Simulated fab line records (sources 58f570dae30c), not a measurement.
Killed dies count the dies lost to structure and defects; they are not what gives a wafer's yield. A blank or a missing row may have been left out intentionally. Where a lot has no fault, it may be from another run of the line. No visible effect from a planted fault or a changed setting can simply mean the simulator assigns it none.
Lot-split experiment ; flow berkeley cmos170 ; route with 331 steps; 5 lots, 23 wafers read

== THE SPLIT ITSELF ==
At UCB170_M3_COAT_10 (resist thk 900 nm), the setting spin rpm was moved away from the recipe's 1500 rpm on 5 of the 23 wafers read, by -4.2% to -3.4%. All remaining wafers had this setting at the recipe value.

The split's own step is where the reading is taken.

== THE READING ==
KrF_of_M3_COAT_10.thk nm (the simulator's own value, which no gauge read), in nm, at UCB170_M3_COAT_10 (resist thk 900 nm). The file gives no usual value for it. Across the 18 wafers here that went through the recipe, the average is 900.0 nm and the standard deviation 1.9 nm.

wafer;tool, chamber at the split;spin rpm as run, rpm;against the recipe;KrF_of_M3_COAT_10.thk nm, nm;against lot-mates on the recipe
L075.1;litho track-03, 0;1500;recipe;902;-
L075.2;litho track-03, 0;1500;recipe;898.7;-
L075.3;litho track-03, 0;1500;recipe;899.6;-
L075.4;litho track-03, 0;1500;recipe;899;-
L075.6;litho track-03, 0;1500;recipe;898.1;-
L076.2;litho track-04, 0;1500;recipe;900.9;-
L076.3;litho track-04, 0;1500;recipe;901;-
L076.5;litho track-04, 0;1500;recipe;898.9;-
L082.1;litho track-04, 0;1500;recipe;899.6;-
L082.2;litho track-04, 0;1500;recipe;898.2;-
L082.4;litho track-04, 0;1437;-4.2%;921.2;+22.2
L082.5;litho track-04, 0;1500;recipe;899.1;-
L082.6;litho track-04, 0;1437;-4.2%;920.6;+21.6
L081.1;litho track-01, 0;1449;-3.4%;914.5;+16.6
L081.2;litho track-01, 0;1449;-3.4%;915.6;+17.7
L081.3;litho track-01, 0;1500;recipe;898.4;-
L081.5;litho track-01, 0;1500;recipe;897.4;-
L081.6;litho track-01, 0;1449;-3.4%;914.9;+17.0
L085.1;litho track-04, 0;1500;recipe;901.9;-
L085.2;litho track-04, 0;1500;recipe;905;-
L085.3;litho track-04, 0;1500;recipe;901.7;-
L085.4;litho track-04, 0;1500;recipe;901.1;-
L085.6;litho track-04, 0;1500;recipe;898.5;-

THE FIT
A straight line over all 23 wafers: KrF_of_M3_COAT_10.thk nm changes by -4.72 nm for each +1% of spin rpm; r = -0.97; the points scatter about the line by 1.8 nm.
The same after taking each lot's own level away (the mean of its wafers on the recipe; 23 wafers): -5.13 nm for each +1%; r = -0.99; scatter 1.3 nm.
According to that fit, moving spin rpm by its largest amount changes the reading by 22 nm.
Measured against the standard deviation above, the lots' own levels, which go from 897.90 to 901.64 nm, span 2.0 times it.
The two slopes are in agreement: the lot-to-lot level therefore moves the slope only a little.
Check: for one of the wafers moved furthest among these (-4.2%), held out of the fit, the line's prediction against its lot-mates is +21.3 nm. Against them it came out at +22.2 nm.

== OTHER SPLITS APPLIED TO THESE WAFERS ==
Before the reading, these wafers also passed through other splits. Each is held against what the fit with the lots' levels taken away leaves over:
other split on the same wafers;wafers away from the commonest value;r with KrF_of_M3_COAT_10.thk nm (lot level and that fit taken away)
UCB170_V2_ETCH_14 time s;8;+0.01

== FILE'S OWN FIT ==
KrF_of_M3_COAT_10.thk nm changes by -5.14 nm for each +1% of spin rpm, r = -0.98.
